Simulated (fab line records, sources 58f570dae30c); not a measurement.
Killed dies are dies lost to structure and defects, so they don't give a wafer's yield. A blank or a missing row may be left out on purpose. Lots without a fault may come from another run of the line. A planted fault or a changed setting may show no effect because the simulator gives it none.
A struck lot beside a sound one | flow berkeley_cmos170 | 32 steps out of a route of 331
Sound: wafers L810.2, L810.4, L810.5. Struck: wafers L825.3, L825.4, L825.6. The cause comes at the end.
At each step with rows: each side's tool, then ch and its chambers, then its first start. Under that, the readings that differ: sound wafers | struck wafers | difference of the means | sigmas: that difference in standard deviations of wafers without a fault.
alike: readings whose means differ by less than 2 such deviations, and words and numbers that are the same on both sides. not compared: withheld readings, readings that some wafer has no value for, bounds like >300 that may hide the same value, and numbers for which the record gives no deviation and whose values overlap.
The two part at a step that has a row with sigmas, a row that says differs or no value, or rows on one side only. Numbers that don't overlap but have no deviation are shown without sigmas and don't part them. A reading that every wafer of one side lacks parts them only if that side has two wafers or more.

first, 6 steps without rows for these wafers: UCB170_V1_HMDS_06 (prime time 60 s); UCB170_V1_COAT_07 (resist thk 900 nm); UCB170_V1_SOFTBAKE_08 (time 60 s); UCB170_V1_EXPOSE_09 (exposes mask VIA1, target cd 700 nm); UCB170_V1_PEB_10; UCB170_V1_DEVELOP_11 (develop time 45 s).
UCB170_V1_CD_MEAS_12: target cd 700 nm.
  sound on cd_sem-01, day 7 22:22; struck on cd_sem-01, day 11 01:31
  alike: cd_nm
UCB170_V1_OVL_MEAS_13:
  sound on overlay-01, day 7 22:28; struck on overlay-01, day 11 01:37
  alike: V1_OVL
UCB170_V1_ETCH_14: etches SiO2 in CHF3/CF4/Ar, stops on Al, target depth 1250 nm, time 291 s.
  sound on rie_diel-03 ch 0,2,3, day 7 22:30; struck on rie_diel-04 ch 1,3, day 11 01:38
  alike: drypump_motor_current_A, oes_product_au, throttle_valve_pct
  not compared: rf_hours_counter_h
UCB170_V1_STRIP_15: strips in O2.
  sound on plasma_asher-04 ch 0,1, day 7 22:41; struck on plasma_asher-03 ch 0,1, day 11 01:50
  alike: drypump_motor_current_A, oes_product_au, strip_time_to_endpoint_s
  not compared: rf_hours_counter_h
UCB170_V1_CD_MEAS_90: target cd 700 nm.
  sound on cd_sem-01, day 7 22:48; struck on cd_sem-02, day 11 01:57
  alike: cd_nm
then, 1 step without rows for these wafers: UCB170_M2_PRE_CLEAN_00 (preclean etch time 60 s).
UCB170_M2_SPUTTER_01: material Al, target thk 900 nm, time 120 s.
  sound on pvd_sputter-03, day 7 22:58; struck on pvd_sputter-02, day 11 02:05
  alike: chamber_pressure_pa, throttle_valve_pct
UCB170_M2_RS_MEAS_02: measures by four-point-probe.
  sound on film_metro-03, day 7 23:04; struck on film_metro-03, day 11 02:13
  reading           | sound                | struck               | difference | sigmas
  M2_AL_RS (ohm/sq) | 0.0319 0.0319 0.0321 | 0.0362 0.0367 0.0365 | +0.0045    | +15
UCB170_M2_THK_MEAS_03: measures by xrf.
  sound on film_metro-03, day 7 23:11; struck on film_metro-03, day 11 02:19
  reading        | sound       | struck      | difference | sigmas
  M2_AL_THK (nm) | 907 908 895 | 828 817 823 | -81        | -9
then, 3 steps without rows for these wafers: UCB170_M2_HMDS_04 (prime time 60 s); UCB170_M2_COAT_05 (resist thk 900 nm); UCB170_M2_SOFTBAKE_06 (time 60 s).
UCB170_M2_STRIP_07: strips in O2.
  sound on plasma_asher-01 ch 0,1, day 7 23:47; struck on plasma_asher-03 ch 0,1, day 11 02:50
  alike: drypump_motor_current_A, oes_product_au, strip_time_to_endpoint_s
  not compared: rf_hours_counter_h
then, 7 steps without rows for these wafers: UCB170_M2_STRIP_08 (strips KrF in DMSO, time 600 s); UCB170_M2_COAT_09; UCB170_M2_COAT_10 (resist thk 900 nm); UCB170_M2_SOFTBAKE_11 (time 58.46 s); UCB170_M2_EXPOSE_12 (exposes mask METAL2, target cd 700 nm); UCB170_M2_PEB_13; UCB170_M2_DEVELOP_14 (develop time 44.01 s).
UCB170_M2_CD_MEAS_15: target cd 700 nm.
  sound on cd_sem-01, day 8 01:32; struck on cd_sem-02, day 11 04:52
  alike: cd_nm
UCB170_M2_OVL_MEAS_16:
  sound on overlay-02, day 8 01:38; struck on overlay-02, day 11 04:57
  alike: M2_OVL
UCB170_M2_ETCH_17: etches BARC in N2/H2.
  sound on rie_diel-04 ch 0,1,2, day 8 01:40; struck on rie_diel-02 ch 2,3, day 11 04:59
  alike: drypump_motor_current_A, oes_product_au, throttle_valve_pct
UCB170_M2_METAL_ETCH_18: etches Al in Cl2/BCl3, stops on SiO2, target depth 1170 nm, time 195 s.
  sound on rie_metal-04 ch 1, day 8 01:43; struck on rie_metal-01 ch 0,1, day 11 05:05
  alike: drypump_motor_current_A, oes_product_au, throttle_valve_pct
  not compared: rf_hours_counter_h
UCB170_M2_STRIP_19: strips in O2.
  sound on plasma_asher-01 ch 0,1, day 8 01:54; struck on plasma_asher-03 ch 0,1, day 11 05:14
  reading               | sound             | struck            | difference | sigmas
  oes_product_au (a.u.) | 0.562 0.562 0.550 | 0.540 0.538 0.523 | -0.024     | -2
  alike: drypump_motor_current_A
  not compared: rf_hours_counter_h
UCB170_M3_PROBE_99:
  the record has rows for the struck wafers here (prober-02, day 11 12:53) and none for the sound ones

WHERE THEY PART
First at UCB170_M2_RS_MEAS_02; last, within this record, at UCB170_M3_PROBE_99.

WHY: what the simulator had put in
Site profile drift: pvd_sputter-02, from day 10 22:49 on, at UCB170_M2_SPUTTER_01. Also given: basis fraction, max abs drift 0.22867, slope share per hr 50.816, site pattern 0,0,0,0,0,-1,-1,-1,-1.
